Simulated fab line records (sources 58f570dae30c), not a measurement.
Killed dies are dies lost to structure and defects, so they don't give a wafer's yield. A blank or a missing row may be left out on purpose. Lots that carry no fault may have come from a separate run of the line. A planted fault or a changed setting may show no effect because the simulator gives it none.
Struck lot and sound lot, side by side + flow berkeley_cmos170 + 27 steps out of a route of 331
Sound: the wafers L851.2, L851.5, L851.6. Struck: wafers L857.3, L857.4, L857.6. The cause is given at the end.
Per side, at each step with rows, come the tool, then ch with its chambers, and then its first start. Under that, the readings that differ: sound wafers + struck wafers + difference of the means + sigmas: that difference in standard deviations of wafers without a fault.
alike: readings with means less than 2 such deviations apart, plus words and numbers identical on both sides. not compared: withheld readings, readings lacking a value on some wafer, bounds such as >300 that could conceal the same value, and numbers that have no deviation in the record and whose values overlap.
The two part at a step that has a row with sigmas, a row that says differs or no value, or rows on one side only. When numbers do not overlap yet have no deviation, they are printed without sigmas and do not part them. A reading missing from all wafers of one side parts the sides only when that side holds two or more wafers.

UCB170_GATE_CD_MEAS_90: target cd 350 nm.
  sound on cd_sem-01 at day 8 03:05; struck on cd_sem-02 at day 9 01:05
  alike: cd_nm
then, 7 steps without rows for these wafers: UCB170_GATE_CLEAN_17 (cleans in SPM, time 600 s); UCB170_PLDD_HMDS_00 (prime time 60 s); UCB170_PLDD_COAT_01 (resist thk 900 nm); UCB170_PLDD_SOFTBAKE_02 (time 60 s); UCB170_PLDD_EXPOSE_03 (exposes mask PSELECT, target cd 1200 nm); UCB170_PLDD_PEB_04; UCB170_PLDD_DEVELOP_05 (develop time 45 s).
UCB170_PLDD_CD_MEAS_06: target cd 1200 nm.
  sound on cd_sem-01 at day 8 04:29; struck on cd_sem-02 at day 9 05:05
  alike: cd_nm
UCB170_PLDD_OVL_MEAS_07:
  sound on overlay-01 at day 8 04:36; struck on overlay-02 at day 9 05:11
  alike: PLDD_OVL
then, 2 steps without rows for these wafers: UCB170_PLDD_IMPLANT_08; UCB170_PLDD_IMPLANT_09.
UCB170_PLDD_STRIP_10: strips in O2.
  sound on plasma_asher-04 ch 0,1, day 8 04:56; struck on plasma_asher-01 ch 0,1, day 9 05:32
  no value came back on the struck wafers for chamber_pressure_mTorr (mTorr), drypump_motor_current_A (A), oes_product_au (a.u.), strip_time_to_endpoint_s (s); on the sound wafers chamber_pressure_mTorr (mTorr) reads 3504 3497 3504
| reading                               | sound | struck            | difference | sigmas |
|---------------------------------------|-------|-------------------|------------|--------|
| model.KrF_of_PLDD_COAT_01.thk_nm (nm) | 0 0 0 | 885.6 885.8 887.1 | +886.2     |        |
  not compared: rf_hours_counter_h
UCB170_PLDD_TW_MEAS_11:
  sound on film_metro-04 at day 8 05:02; struck on film_metro-03 at day 9 05:38
  alike: PLDD_TW
then, 7 steps without rows for these wafers: UCB170_PLDD_CLEAN_12 (cleans in SPM, time 600 s); UCB170_NLDD_HMDS_00 (prime time 60 s); UCB170_NLDD_COAT_01 (resist thk 900 nm); UCB170_NLDD_SOFTBAKE_02 (time 60 s); UCB170_NLDD_EXPOSE_03 (exposes mask NSELECT, target cd 1200 nm); UCB170_NLDD_PEB_04; UCB170_NLDD_DEVELOP_05 (develop time 45 s).
UCB170_NLDD_CD_MEAS_06: target cd 1200 nm.
  sound on cd_sem-01 at day 8 06:45; struck on cd_sem-01 at day 9 07:33
  alike: cd_nm
UCB170_NLDD_OVL_MEAS_07:
  sound on overlay-02 at day 8 06:52; struck on overlay-02 at day 9 07:38
  alike: NLDD_OVL
then, 2 steps without rows for these wafers: UCB170_NLDD_IMPLANT_08; UCB170_NLDD_IMPLANT_09.
UCB170_NLDD_STRIP_10: strips in O2.
  sound on plasma_asher-01 ch 0,1, day 8 07:11; struck on plasma_asher-04 ch 0,1, day 9 08:00
| reading                      | sound             | struck            | difference | sigmas      |
|------------------------------|-------------------|-------------------|------------|-------------|
| strip_time_to_endpoint_s (s) | 21.63 21.66 21.68 | 47.82 47.81 47.76 | +26.14     | +99 or more |
  alike: chamber_pressure_mTorr, drypump_motor_current_A, oes_product_au
  not compared: rf_hours_counter_h
UCB170_NLDD_TW_MEAS_11:
  sound on film_metro-03 at day 8 07:18; struck on film_metro-03 at day 9 08:19
| reading | sound          | struck   | difference | sigmas      |
|---------|----------------|----------|------------|-------------|
| NLDD_TW | 2201 2216 2213 | 30 30 30 | -2180      | -99 or more |
  not compared: hold

== WHERE THEY PART ==
First at UCB170_PLDD_STRIP_10; last, within this record, at UCB170_NLDD_TW_MEAS_11.

WHY: the cause the simulator had injected
Entire step skipped (plasma_asher-01, UCB170_PLDD_STRIP_10), from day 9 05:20 onward. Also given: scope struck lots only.
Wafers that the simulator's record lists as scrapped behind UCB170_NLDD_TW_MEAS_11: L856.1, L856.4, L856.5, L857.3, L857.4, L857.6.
